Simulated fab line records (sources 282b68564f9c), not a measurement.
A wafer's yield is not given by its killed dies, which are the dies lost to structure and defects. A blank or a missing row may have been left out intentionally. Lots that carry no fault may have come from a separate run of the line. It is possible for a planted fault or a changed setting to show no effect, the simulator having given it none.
fab line records -- flow rit-cmos
[record] lots = 12, wafers = 36, last-day = 7
route steps=202 shown GATE@92 PLDD@124 M1@184
lots that met no fault: taken from a fault-free run of the same line
start-h: hours from the record's first day to the start of the lot's first wafer shown -- wait-h: hours elapsed since this lot's preceding step -- " repeats the value in the row above -- L1.1+2: several wafers, shown together as one row -- - either no value or no given start -- * or withheld: withheld -- < > ~ a bound
route shown NAME@n: NAME is a module with steps in the file, n the number in the route of the first one -- usual: average and standard deviation across the fault-free wafers -- same: alike in all rows -- chamber/n: place in a boat -- sites: readings site by site -- _std_site: standard deviation across them -- _edge_site: mean of outer sites minus mean of inner sites -- radius-mm: how far each site lies from the wafer's centre -- mask NAME#n: copy n -- behind: the most recent tool/chamber to have shaped the wafer -- hold: cause of the lot's hold/its duration in hours/its outcome -- device: whichever transistor did not switch (one of n, p or np) -- end of line: tests run on the same wafers once the route is complete -- step lacking rows: just its recipe -- killed: dies that structure and defects cost at the first sort, which is not the same as the wafer's yield -- map: per-die view of a wafer (x killed, . not killed, _ where there is no die)
set.NAME: setting as actually run; set.NAME@STEP: the setting as run at that earlier step -- model.NAME: the simulator's own value behind a step, which no gauge read
a sample of lots followed through the steps of the route, with each step as a table and each wafer as a row
services: from which hour (start-h, from the record's first day; less than 0 if before it) a tool's chamber was out of use, for how many hours, and why
[[steps]]
[step RIT_GATE_CD_MEAS_16]
[recipe] target-cd-nm = 150
[usual] cd-nm = 150.6/2.5
lot.wafer,tool,chamber,start-h,wait-h,cd-nm
L609.1,cd-sem-01,-,38.42,-,150.4
L609.4,cd-sem-01,-,38.42,-,150.1
L609.6,cd-sem-01,-,38.42,-,151.0
L610.1,cd-sem-01,-,47.80,-,153.2
L610.2,cd-sem-01,-,47.80,-,153.5
L610.4,cd-sem-01,-,47.80,-,152.0
L611.1,cd-sem-01,-,51.65,-,144.6
L611.2,cd-sem-01,-,51.65,-,146.8
L611.5,cd-sem-01,-,51.65,-,145.6
L612.2,cd-sem-01,-,55.30,-,146.3
L612.4,cd-sem-01,-,55.30,-,148.8
L612.6,cd-sem-01,-,55.30,-,149.1
L613.1,cd-sem-01,-,60.07,-,153.0
L613.2,cd-sem-01,-,60.07,-,151.7
L613.6,cd-sem-01,-,60.07,-,153.5
L620.1,cd-sem-01,-,92.67,-,151.0
L620.4,cd-sem-01,-,92.67,-,151.8
L620.6,cd-sem-01,-,92.67,-,151.4
L623.1,cd-sem-02,-,106.21,-,151.9
L623.4,cd-sem-02,-,106.21,-,150.8
L623.6,cd-sem-02,-,106.21,-,154.4
L625.1,cd-sem-02,-,117.85,-,149.2
L625.2,cd-sem-02,-,117.85,-,151.9
L625.5,cd-sem-02,-,117.85,-,150.4
L627.1,cd-sem-01,-,130.63,-,154.0
L627.4,cd-sem-01,-,130.63,-,151.9
L627.5,cd-sem-01,-,130.63,-,151.9
L629.1,cd-sem-02,-,140.90,-,150.5
L629.2,cd-sem-02,-,140.90,-,153.1
L629.3,cd-sem-02,-,140.90,-,150.2
L630.1,cd-sem-01,-,145.30,-,148.5
L630.2,cd-sem-01,-,145.30,-,149.1
L630.5,cd-sem-01,-,145.30,-,149.7
L632.2,cd-sem-01,-,153.88,-,150.6
L632.4,cd-sem-01,-,153.88,-,149.3
L632.6,cd-sem-01,-,153.88,-,151.3
[step RIT_PLDD_TW_MEAS_10]
[usual] PLDD_TW = 2361/30
lot.wafer,tool,chamber,start-h,wait-h,PLDD_TW
L609.1,film-metro-04,-,44.89,0.1,2379
L609.4,film-metro-04,-,44.89,0.1,2366
L609.6,film-metro-04,-,44.89,0.1,2363
L610.1,film-metro-03,-,54.47,0.1,2305
L610.2,film-metro-03,-,54.47,0.1,2302
L610.4,film-metro-03,-,54.47,0.1,2308
L611.1,film-metro-02,-,58.39,0.1,2378
L611.2,film-metro-02,-,58.39,0.1,2386
L611.5,film-metro-02,-,58.39,0.1,2381
L612.2,film-metro-02,-,63.12,0.1,2375
L612.4,film-metro-02,-,63.12,0.1,2373
L612.6,film-metro-02,-,63.12,0.1,2380
L613.1,film-metro-02,-,67.36,0.1,2375
L613.2,film-metro-02,-,67.36,0.1,2382
L613.6,film-metro-02,-,67.36,0.1,2376
L620.1,film-metro-04,-,100.59,0.1,2370
L620.4,film-metro-04,-,100.59,0.1,2369
L620.6,film-metro-04,-,100.59,0.1,2356
L623.1,film-metro-04,-,113.95,0.1,2378
L623.4,film-metro-04,-,113.95,0.1,2374
L623.6,film-metro-04,-,113.95,0.1,2374
L625.1,film-metro-04,-,125.54,0.1,2380
L625.2,film-metro-04,-,125.54,0.1,2373
L625.5,film-metro-04,-,125.54,0.1,2368
L627.1,film-metro-03,-,137.37,0.1,2293
L627.4,film-metro-03,-,137.37,0.1,2296
L627.5,film-metro-03,-,137.37,0.1,2298
L629.1,film-metro-04,-,147.78,0.1,2374
L629.2,film-metro-04,-,147.78,0.1,2381
L629.3,film-metro-04,-,147.78,0.1,2382
L630.1,film-metro-02,-,152.57,0.1,2370
L630.2,film-metro-02,-,152.57,0.1,2380
L630.5,film-metro-02,-,152.57,0.1,2368
L632.2,film-metro-04,-,162.43,0.1,2375
L632.4,film-metro-04,-,162.43,0.1,2365
L632.6,film-metro-04,-,162.43,0.1,2366
[step RIT_M1_SPUTTER_00]
[recipe] material = Al, target-thk-nm = 400, power-w = 2000, chamber-pressure-pa = 0.4, gas = Ar, time-s = 500, substrate-temp-c = 25
[usual] throttle-valve-pct = 30.4/1.2
lot.wafer,tool,chamber,start-h,wait-h,throttle-valve-pct
L609.1,pvd-sputter-04,-,54.90,0.0,31.2
L609.4,pvd-sputter-04,-,54.90,0.0,30.3
L609.6,pvd-sputter-04,-,54.90,0.0,32.1
L610.1,pvd-sputter-01,-,63.55,0.0,32.0
L610.2,pvd-sputter-01,-,63.55,0.0,30.4
L610.4,pvd-sputter-01,-,63.55,0.0,29.6
L611.1,pvd-sputter-04,-,68.06,0.0,32.7
L611.2,pvd-sputter-04,-,68.06,0.0,31.1
L611.5,pvd-sputter-04,-,68.06,0.0,29.2
L612.2,pvd-sputter-01,-,72.33,0.0,29.3
L612.4,pvd-sputter-01,-,72.33,0.0,31.8
L612.6,pvd-sputter-01,-,72.33,0.0,31.5
L613.1,pvd-sputter-04,-,76.91,0.0,29.0
L613.2,pvd-sputter-04,-,76.91,0.0,32.1
L613.6,pvd-sputter-04,-,76.91,0.0,32.2
L620.1,pvd-sputter-01,-,111.21,0.0,30.5
L620.4,pvd-sputter-01,-,111.21,0.0,29.6
L620.6,pvd-sputter-01,-,111.21,0.0,29.5
L623.1,pvd-sputter-04,-,123.46,0.0,30.9
L623.4,pvd-sputter-04,-,123.46,0.0,32.3
L623.6,pvd-sputter-04,-,123.46,0.0,32.3
L625.1,pvd-sputter-04,-,135.09,0.0,32.2
L625.2,pvd-sputter-04,-,135.09,0.0,31.2
L625.5,pvd-sputter-04,-,135.09,0.0,29.1
L627.1,pvd-sputter-04,-,146.67,0.0,30.3
L627.4,pvd-sputter-04,-,146.67,0.0,32.5
L627.5,pvd-sputter-04,-,146.67,0.0,28.9
L629.1,pvd-sputter-04,-,157.62,0.0,32.5
L629.2,pvd-sputter-04,-,157.62,0.0,31.0
L629.3,pvd-sputter-04,-,157.62,0.0,29.8
L630.1,pvd-sputter-04,-,162.01,0.0,28.9
L630.2,pvd-sputter-04,-,162.01,0.0,31.0
L630.5,pvd-sputter-04,-,162.01,0.0,29.2
L632.2,pvd-sputter-04,-,173.14,0.0,30.0
L632.4,pvd-sputter-04,-,173.14,0.0,31.1
L632.6,pvd-sputter-04,-,173.14,0.0,29.9
[step RIT_M1_RS_MEAS_01]
[recipe] thk-meas-gauge = four-point-probe, reads = Al_of_M1_SPUTTER_00
[usual] M1_AL_RS = 0.0732/0.00065
lot.wafer,tool,chamber,start-h,wait-h,M1_AL_RS[ohm/sq]
L609.1,film-metro-03,-,55.19,0.1,0.0735
L609.4,film-metro-03,-,55.19,0.1,0.0738
L609.6,film-metro-03,-,55.19,0.1,0.0738
L610.1,film-metro-03,-,63.84,0.1,0.0737
L610.2,film-metro-03,-,63.84,0.1,0.0736
L610.4,film-metro-03,-,63.84,0.1,0.0737
L611.1,film-metro-03,-,68.35,0.1,0.0732
L611.2,film-metro-03,-,68.35,0.1,0.0727
L611.5,film-metro-03,-,68.35,0.1,0.0729
L612.2,film-metro-02,-,72.65,0.2,0.0745
L612.4,film-metro-02,-,72.65,0.2,0.0742
L612.6,film-metro-02,-,72.65,0.2,0.0741
L613.1,film-metro-04,-,77.21,0.1,0.0738
L613.2,film-metro-04,-,77.21,0.1,0.0745
L613.6,film-metro-04,-,77.21,0.1,0.0740
L620.1,film-metro-03,-,111.50,0.1,0.0722
L620.4,film-metro-03,-,111.50,0.1,0.0795
L620.6,film-metro-03,-,111.50,0.1,0.0804
L623.1,film-metro-04,-,123.76,0.1,0.0722
L623.4,film-metro-04,-,123.76,0.1,0.0728
L623.6,film-metro-04,-,123.76,0.1,0.0723
L625.1,film-metro-03,-,135.38,0.1,0.0729
L625.2,film-metro-03,-,135.38,0.1,0.0727
L625.5,film-metro-03,-,135.38,0.1,0.0723
L627.1,film-metro-04,-,146.97,0.1,0.0736
L627.4,film-metro-04,-,146.97,0.1,0.0733
L627.5,film-metro-04,-,146.97,0.1,0.0730
L629.1,film-metro-02,-,157.92,0.1,0.0732
L629.2,film-metro-02,-,157.92,0.1,0.0721
L629.3,film-metro-02,-,157.92,0.1,0.0732
L630.1,film-metro-02,-,162.31,0.1,0.0748
L630.2,film-metro-02,-,162.31,0.1,0.0733
L630.5,film-metro-02,-,162.31,0.1,0.0738
L632.2,film-metro-03,-,173.45,0.2,0.0740
L632.4,film-metro-03,-,173.45,0.2,0.0724
L632.6,film-metro-03,-,173.45,0.2,0.0737
[step RIT_M1_THK_MEAS_02]
[recipe] thk-meas-gauge = xrf, reads = Al_of_M1_SPUTTER_00
[usual] M1_AL_THK = 401/4
lot.wafer,tool,chamber,start-h,wait-h,M1_AL_THK[nm]
L609.1,film-metro-03,-,55.31,0.1,399
L609.4,film-metro-03,-,55.31,0.1,397
L609.6,film-metro-03,-,55.31,0.1,398
L610.1,film-metro-03,-,63.96,0.1,400
L610.2,film-metro-03,-,63.96,0.1,398
L610.4,film-metro-03,-,63.96,0.1,398
L611.1,film-metro-03,-,68.47,0.1,400
L611.2,film-metro-03,-,68.47,0.1,405
L611.5,film-metro-03,-,68.47,0.1,403
L612.2,film-metro-02,-,72.76,0.1,395
L612.4,film-metro-02,-,72.76,0.1,396
L612.6,film-metro-02,-,72.76,0.1,396
L613.1,film-metro-04,-,77.33,0.1,400
L613.2,film-metro-04,-,77.33,0.1,393
L613.6,film-metro-04,-,77.33,0.1,398
L620.1,film-metro-03,-,111.62,0.1,403
L620.4,film-metro-03,-,111.62,0.1,367
L620.6,film-metro-03,-,111.62,0.1,365
L623.1,film-metro-04,-,123.88,0.1,408
L623.4,film-metro-04,-,123.88,0.1,402
L623.6,film-metro-04,-,123.88,0.1,408
L625.1,film-metro-03,-,135.50,0.1,399
L625.2,film-metro-03,-,135.50,0.1,401
L625.5,film-metro-03,-,135.50,0.1,405
L627.1,film-metro-04,-,147.09,0.1,400
L627.4,film-metro-04,-,147.09,0.1,400
L627.5,film-metro-04,-,147.09,0.1,404
L629.1,film-metro-02,-,158.04,0.1,404
L629.2,film-metro-02,-,158.04,0.1,407
L629.3,film-metro-02,-,158.04,0.1,405
L630.1,film-metro-02,-,162.43,0.1,395
L630.2,film-metro-02,-,162.43,0.1,406
L630.5,film-metro-02,-,162.43,0.1,402
L632.2,film-metro-03,-,173.56,0.1,392
L632.4,film-metro-03,-,173.56,0.1,401
L632.6,film-metro-03,-,173.56,0.1,393
[step RIT_M1_METAL_ETCH_12]
[recipe] stop-on = SiO2, chemistry = Cl2/BCl3, target = Al, time-s = 165, over-etch-frac = 0.4726, pressure-mtorr = 100, target-depth-a = 6000, rf-w = 250, Cl2_flow_sccm = 60, bcl3-flow-sccm = 50
[usual] drypump-motor-current-A = 5.5/0.53, oes-product-au = 0.790/0.01, throttle-valve-pct = 8.27/0.11
lot.wafer,tool,chamber,start-h,wait-h,drypump-motor-current-A,oes-product-au,rf-hours-counter-h,throttle-valve-pct
L609.1,rie-metal-03,0,56.78,0.2,4.9,0.781,35,8.35
L609.4,rie-metal-03,0,56.78,0.2,5.0,0.776,-,8.35
L609.6,rie-metal-03,1,56.78,0.2,6.0,0.802,-,8.44
L610.1,rie-metal-01,0,65.50,0.2,6.1,0.780,1,8.33
L610.2,rie-metal-01,1,65.50,0.2,5.1,0.786,1,8.14
L610.4,rie-metal-01,1,65.50,0.2,5.1,0.771,-,8.14
L611.1,rie-metal-02,0,69.94,0.2,6.0,0.804,3,8.21
L611.2,rie-metal-02,1,69.94,0.2,4.9,0.785,3,8.14
L611.5,rie-metal-02,1,69.94,0.2,4.9,0.780,-,8.14
L612.2,rie-metal-03,0,74.09,0.2,5.0,0.772,35,8.36
L612.4,rie-metal-03,1,74.09,0.2,6.0,0.796,-,8.45
L612.6,rie-metal-03,0,74.09,0.2,5.0,0.777,-,8.35
L613.1,rie-metal-01,0,78.82,0.2,6.1,0.791,1,8.33
L613.2,rie-metal-01,1,78.82,0.2,5.1,0.782,1,8.15
L613.6,rie-metal-01,1,78.82,0.2,5.1,0.766,-,8.14
L620.1,rie-metal-02,1,113.09,0.2,4.8,0.795,3,8.13
L620.4,rie-metal-02,1,113.09,0.2,4.9,0.748,-,8.15
L620.6,rie-metal-02,1,113.09,0.2,4.9,0.742,-,8.15
L623.1,rie-metal-02,0,125.35,0.2,6.0,0.800,3,8.19
L623.4,rie-metal-02,0,125.35,0.2,6.0,0.804,-,8.22
L623.6,rie-metal-02,0,125.35,0.2,6.0,0.809,-,8.20
L625.1,rie-metal-01,1,136.99,0.2,5.1,0.785,1,8.15
L625.2,rie-metal-01,0,136.99,0.2,6.1,0.802,1,8.32
L625.5,rie-metal-01,0,136.99,0.2,6.1,0.796,-,8.32
L627.1,rie-metal-01,1,148.44,0.2,5.1,0.791,2,8.13
L627.4,rie-metal-01,1,148.44,0.2,5.1,0.792,-,8.14
L627.5,rie-metal-01,0,148.44,0.2,6.1,0.796,-,8.31
L629.1,rie-metal-03,1,159.38,0.2,6.0,0.787,0,8.44
L629.2,rie-metal-03,0,159.38,0.2,4.9,0.775,0,8.35
L629.3,rie-metal-03,0,159.38,0.2,5.0,0.777,-,8.34
L630.1,rie-metal-01,0,163.77,0.2,6.1,0.788,2,8.29
L630.2,rie-metal-01,1,163.77,0.2,5.1,0.794,2,8.16
L630.5,rie-metal-01,0,163.77,0.2,6.1,0.798,-,8.34
L632.2,rie-metal-03,0,174.90,0.2,4.9,0.770,0,8.35
L632.4,rie-metal-03,1,174.90,0.2,6.0,0.780,-,8.44
L632.6,rie-metal-03,1,174.90,0.2,6.0,0.779,-,8.45
[step RIT_M1_BOW_MEAS_16]
[recipe] mode = bow
[usual] M1_BOW = 17/6.4
lot.wafer,tool,chamber,start-h,wait-h,M1_BOW[um]
L609.1,film-metro-04,-,58.93,0.0,10
L609.4,film-metro-04,-,58.93,0.0,20
L609.6,film-metro-04,-,58.93,0.0,16
L610.1,film-metro-02,-,67.63,0.0,24
L610.2,film-metro-02,-,67.63,0.0,17
L610.4,film-metro-02,-,67.63,0.0,22
L611.1,film-metro-04,-,72.08,0.0,23
L611.2,film-metro-04,-,72.08,0.0,7
L611.5,film-metro-04,-,72.08,0.0,21
L612.2,film-metro-02,-,76.25,0.0,5
L612.4,film-metro-02,-,76.25,0.0,16
L612.6,film-metro-02,-,76.25,0.0,15
L613.1,film-metro-04,-,80.95,0.0,15
L613.2,film-metro-04,-,80.95,0.0,19
L613.6,film-metro-04,-,80.95,0.0,22
L620.1,film-metro-02,-,115.40,0.0,6
L620.4,film-metro-02,-,115.40,0.0,29
L620.6,film-metro-02,-,115.40,0.0,21
L623.1,film-metro-03,-,127.50,0.0,13
L623.4,film-metro-03,-,127.50,0.0,21
L623.6,film-metro-03,-,127.50,0.0,17
L625.1,film-metro-03,-,139.14,0.0,16
L625.2,film-metro-03,-,139.14,0.0,20
L625.5,film-metro-03,-,139.14,0.0,26
L627.1,film-metro-04,-,150.57,0.0,14
L627.4,film-metro-04,-,150.57,0.0,14
L627.5,film-metro-04,-,150.57,0.0,15
L629.1,film-metro-04,-,161.72,0.0,4
L629.2,film-metro-04,-,161.72,0.0,27
L629.3,film-metro-04,-,161.72,0.0,13
L630.1,film-metro-03,-,165.90,0.0,12
L630.2,film-metro-03,-,165.90,0.0,31
L630.5,film-metro-03,-,165.90,0.0,11
L632.2,film-metro-04,-,177.07,0.0,18
L632.4,film-metro-04,-,177.07,0.0,19
L632.6,film-metro-04,-,177.07,0.0,30
[step RIT_M1_PROBE_99]
[usual] defect-limited-yield = 97.4/1.1, killed-at-contacts = 0.1/0.27, killed-at-front-end = 6.7/2.9, killed-dies = 6.7/2.9, killed-open = 3.4/1.8, killed-short = 3.3/2.2, sort_bin_3_pad_short = 0.1/0.24, sort_bin_5_function = 1.5/0.78, sort_bin_6_memory = 0.9/0.63, sort-n-pass = 257.3/2.9, sort-yield-pct = 97.4/1.1
[same] gross-dies = 264, killed_at_M0_to_M3 = 0, killed_at_M4_up = 0, killed-at-back-side = 0, killed-at-other = 0
lot.wafer,tool,chamber,start-h,wait-h,defect-limited-yield[%],killed-at-contacts,killed-at-front-end,killed-dies,killed-open,killed-short,sort_bin_3_pad_short[%],sort_bin_5_function[%],sort_bin_6_memory[%],sort-n-pass,sort-yield-pct[%]
L609.1,prober-02,-,59.05,0.1,95.5,0,12,12,6,6,0.4,3.0,1.1,252.0,95.5
L609.4,prober-02,-,59.20,0.2,97.0,1,7,8,4,4,0,1.9,1.1,256.0,97.0
L609.6,prober-02,-,59.30,0.2,97.7,0,6,6,4,2,0,0.8,1.5,258.0,97.7
L610.1,prober-01,-,67.75,0.1,98.1,0,5,5,3,2,0,0.8,1.1,259.0,98.1
L610.2,prober-01,-,67.80,0.1,98.5,0,4,4,2,2,0.4,0.8,0.4,260.0,98.5
L610.4,prober-01,-,67.90,0.2,98.1,0,5,5,3,2,0,1.1,0.8,259.0,98.1
L611.1,prober-02,-,72.20,0.1,98.5,0,4,4,1,3,0,0.4,1.1,260.0,98.5
L611.2,prober-02,-,72.25,0.1,98.1,0,5,5,2,1,0,1.1,0.8,259.0,98.1
L611.5,prober-02,-,72.40,0.2,97.7,0,6,6,6,0,0,0.8,1.5,258.0,97.7
L612.2,prober-01,-,76.40,0.1,97.3,0,7,7,3,4,0,1.9,0.8,257.0,97.3
L612.4,prober-01,-,76.50,0.2,97.7,0,6,6,5,1,0,1.1,1.1,258.0,97.7
L612.6,prober-01,-,76.60,0.2,97.7,0,6,6,3,3,0,2.3,0,258.0,97.7
L613.1,prober-02,-,81.07,0.1,97.7,0,6,6,3,3,0.4,0.8,1.1,258.0,97.7
L613.2,prober-02,-,81.12,0.1,97.0,0,8,8,5,3,0.4,1.9,0.8,256.0,97.0
L613.6,prober-02,-,81.32,0.2,98.9,0,3,3,1,2,0,1.1,0,261.0,98.9
L620.1,prober-02,-,115.52,0.1,98.5,1,3,4,1,2,0,1.1,0.4,260.0,98.5
L620.4,prober-02,-,115.67,0.2,97.7,0,6,6,1,5,0,1.1,1.1,258.0,97.7
L620.6,prober-02,-,115.77,0.2,97.3,0,7,7,4,3,0,2.3,0.4,257.0,97.3
L623.1,prober-01,-,127.62,0.1,97.3,0,7,7,6,1,0.4,1.1,1.1,257.0,97.3
L623.4,prober-01,-,127.77,0.2,98.1,0,5,5,2,3,0.4,0.8,0.8,259.0,98.1
L623.6,prober-01,-,127.87,0.2,98.1,0,5,5,3,2,0,1.1,0.8,259.0,98.1
L625.1,prober-01,-,139.26,0.1,97.0,0,8,8,1,7,0,2.3,0.8,256.0,97.0
L625.2,prober-01,-,139.31,0.1,98.5,0,4,4,3,1,0,0.8,0.8,260.0,98.5
L625.5,prober-01,-,139.46,0.2,95.8,0,11,11,5,5,0,2.3,1.9,253.0,95.8
L627.1,prober-01,-,150.69,0.1,96.6,0,9,9,6,3,0,1.1,2.3,255.0,96.6
L627.4,prober-01,-,150.84,0.2,98.9,0,3,3,2,1,0.4,0.8,0,261.0,98.9
L627.5,prober-01,-,150.89,0.2,98.1,0,5,5,4,1,0,1.5,0.4,259.0,98.1
L629.1,prober-01,-,161.84,0.1,97.3,0,7,7,2,5,0,1.1,1.5,257.0,97.3
L629.2,prober-01,-,161.89,0.1,94.7,1,13,14,2,12,0.4,2.7,2.3,250.0,94.7
L629.3,prober-01,-,161.94,0.2,97.3,0,7,7,2,5,0,2.3,0.4,257.0,97.3
L630.1,prober-02,-,166.02,0.1,96.2,0,10,10,3,7,0,2.3,1.5,254.0,96.2
L630.2,prober-02,-,166.07,0.1,98.1,0,5,5,3,2,0.4,0,1.5,259.0,98.1
L630.5,prober-02,-,166.22,0.2,99.2,0,2,2,1,1,0,0.4,0.4,262.0,99.2
L632.2,prober-02,-,177.22,0.1,98.5,0,4,4,2,2,0,0.8,0.8,260.0,98.5
L632.4,prober-02,-,177.32,0.2,98.5,0,4,4,3,1,0,0.8,0.8,260.0,98.5
L632.6,prober-02,-,177.42,0.2,97.7,0,6,6,4,2,0,1.5,0.8,258.0,97.7
// killed by level:class
L609.1 REOX:geometric-particle:short=4 REOX:geometric-particle:open=2 GATE:geometric-particle:open=2 FOX1:geometric-particle:open=1 GATE:geometric-particle:short=1 SPACER:geometric-particle:short=1 SPACER:geometric-particle:open=1
L609.4 GATE:geometric-particle:open=2 GATE:geometric-particle:short=2 FOX1:geometric-particle:open=1 FOX2:geometric-particle:open=1 SPACER:geometric-particle:short=1 CONTACT:geometric-particle:short=1
L609.6 GATE:geometric-particle:open=4 FOX1:geometric-particle:short=1 GATE:geometric-particle:short=1
L610.1 FOX1:geometric-particle:open=2 FOX1:geometric-particle:short=1 FOX2:geometric-particle:short=1 GATE:geometric-particle:open=1
L610.2 GATE:geometric-particle:short=1 GATE:geometric-particle:open=1 REOX:geometric-particle:open=1 SILICIDE:geometric-particle:short=1
L610.4 FOX1:geometric-particle:open=3 GATE:geometric-particle:short=2
L611.1 GATE:geometric-particle:short=2 REOX:geometric-particle:short=1 REOX:geometric-particle:open=1
L611.2 PSD:coat-microbubble-printed=2 FOX1:geometric-particle:open=1 GATE:geometric-particle:open=1 REOX:geometric-particle:short=1
L611.5 FOX1:geometric-particle:open=3 GATE:geometric-particle:open=2 FOX2:geometric-particle:open=1
L612.2 REOX:geometric-particle:short=2 REOX:geometric-particle:open=2 GATE:geometric-particle:short=1 SILICIDE:geometric-particle:short=1 SILICIDE:geometric-particle:open=1
L612.4 SILICIDE:geometric-particle:open=3 FOX2:geometric-particle:open=1 GATE:geometric-particle:open=1 SILICIDE:geometric-particle:short=1
L612.6 REOX:geometric-particle:open=2 REOX:geometric-particle:short=2 SILICIDE:geometric-particle:short=1 SILICIDE:geometric-particle:open=1
L613.1 GATE:geometric-particle:short=3 GATE:geometric-particle:open=3
L613.2 GATE:geometric-particle:open=2 ACTIVE:geometric-particle:open=1 FOX1:geometric-particle:short=1 GATE:geometric-particle:short=1 SPACER:geometric-particle:open=1 SILICIDE:geometric-particle:short=1 SILICIDE:geometric-particle:open=1
L613.6 GATE:geometric-particle:short=2 GATE:geometric-particle:open=1
L620.1 GATE:geometric-particle:short=1 SILICIDE:geometric-particle:short=1 CONTACT:geometric-particle:open=1 PLDD:coat-microbubble-printed=1
L620.4 FOX2:geometric-particle:short=1 GATE:geometric-particle:short=1 REOX:geometric-particle:short=1 SPACER:geometric-particle:short=1 SPACER:geometric-particle:open=1 SILICIDE:geometric-particle:short=1
L620.6 SILICIDE:geometric-particle:open=3 FOX2:geometric-particle:short=1 REOX:geometric-particle:short=1 REOX:geometric-particle:open=1 SILICIDE:geometric-particle:short=1
L623.1 GATE:geometric-particle:open=4 FOX1:geometric-particle:short=1 SPACER:geometric-particle:open=1 SILICIDE:geometric-particle:open=1
L623.4 SILICIDE:geometric-particle:short=2 SPACER:geometric-particle:open=1 SPACER:geometric-particle:short=1 SILICIDE:geometric-particle:open=1
L623.6 GATE:geometric-particle:open=2 FOX1:geometric-particle:short=1 SPACER:geometric-particle:short=1 SILICIDE:geometric-particle:open=1
L625.1 GATE:geometric-particle:short=5 REOX:geometric-particle:short=1 SILICIDE:geometric-particle:short=1 SILICIDE:geometric-particle:open=1
L625.2 GATE:geometric-particle:open=2 FOX1:geometric-particle:short=1 FOX2:geometric-particle:open=1
L625.5 GATE:geometric-particle:short=2 REOX:geometric-particle:open=2 SILICIDE:geometric-particle:open=2 FOX2:geometric-particle:short=1 FOX2:geometric-particle:open=1 SPACER:geometric-particle:short=1 SILICIDE:geometric-particle:short=1 PWELL:coat-microbubble-printed=1
L627.1 REOX:geometric-particle:open=3 FOX1:geometric-particle:open=2 REOX:geometric-particle:short=2 GATE:geometric-particle:open=1 SPACER:geometric-particle:short=1
L627.4 FOX1:geometric-particle:open=1 FOX1:geometric-particle:short=1 REOX:geometric-particle:open=1
L627.5 REOX:geometric-particle:open=2 SILICIDE:geometric-particle:open=2 SPACER:geometric-particle:short=1
L629.1 SPACER:geometric-particle:short=3 GATE:geometric-particle:open=2 GATE:geometric-particle:short=1 REOX:geometric-particle:short=1
L629.2 GATE:geometric-particle:short=4 FOX1:geometric-particle:short=2 REOX:geometric-particle:short=2 SPACER:geometric-particle:short=2 FOX2:geometric-particle:short=1 SPACER:geometric-particle:open=1 SILICIDE:geometric-particle:open=1 CONTACT:geometric-particle:short=1
L629.3 SPACER:geometric-particle:open=2 SPACER:geometric-particle:short=2 FOX1:geometric-particle:short=1 GATE:geometric-particle:short=1 REOX:geometric-particle:short=1
L630.1 FOX2:geometric-particle:short=2 REOX:geometric-particle:open=2 SILICIDE:geometric-particle:short=2 FOX2:geometric-particle:open=1 GATE:geometric-particle:short=1 REOX:geometric-particle:short=1 SPACER:geometric-particle:short=1
L630.2 FOX1:geometric-particle:short=2 GATE:geometric-particle:open=2 SPACER:geometric-particle:open=1
L630.5 REOX:geometric-particle:short=1 SPACER:geometric-particle:open=1
L632.2 FOX1:geometric-particle:short=1 FOX1:geometric-particle:open=1 SPACER:geometric-particle:open=1 SILICIDE:geometric-particle:short=1
L632.4 FOX1:geometric-particle:short=1 FOX1:geometric-particle:open=1 GATE:geometric-particle:open=1 SILICIDE:geometric-particle:open=1
L632.6 SILICIDE:geometric-particle:open=2 FOX2:geometric-particle:short=1 GATE:geometric-particle:open=1 REOX:geometric-particle:open=1 REOX:geometric-particle:short=1
[[services]]
tool,chamber,start-h,hours,kind
rie-metal-01,-,44.18,1.4,pm
rie-metal-03,-,79.68,0.8,repair
rie-metal-03,-,114.90,0.3,repair
rie-metal-03,-,125.77,1.9,repair
rie-metal-03,-,136.12,20.0,pm
rie-metal-03,0,136.12,20.0,vent-cycle
rie-metal-03,1,136.12,20.0,vent-cycle
rie-metal-03,0,156.12,-,clean
rie-metal-03,1,156.12,-,clean
pvd-sputter-01,-,157.73,6.7,repair
rie-metal-02,1,167.03,1.3,repair
rie-metal-01,-,171.01,2.8,pm
[[key]]
[first-sign] step = RIT_M1_RS_MEAS_01, reading = M1_AL_RS, direction = up, sigmas = 10, usual = 0.0732, struck = 0.0800
[effect] step = RIT_M1_THK_MEAS_02, reading = M1_AL_THK, direction = down, sigmas = 8.7, usual = 401, struck = 366
[effect] step = RIT_M1_METAL_ETCH_12, reading = oes-product-au, direction = down, sigmas = 4.4, usual = 0.790, struck = 0.745
met-at RIT_M1_SPUTTER_00
struck-lots L620
struck-wafers L620.4,L620.6
not-acting-at RIT_GATE_CD_MEAS_16,RIT_PLDD_TW_MEAS_10,RIT_M1_BOW_MEAS_16
onset-between 63.55 111.21
[fault] kind = process-parameter-drift, tool = pvd-sputter-01, chamber = -, onset-h = 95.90, steps = RIT_M1_SPUTTER_00, channel = target-thk-nm, offset = -40, shape = step, end-h = 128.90, stated = 400, scope = struck-wafers-only
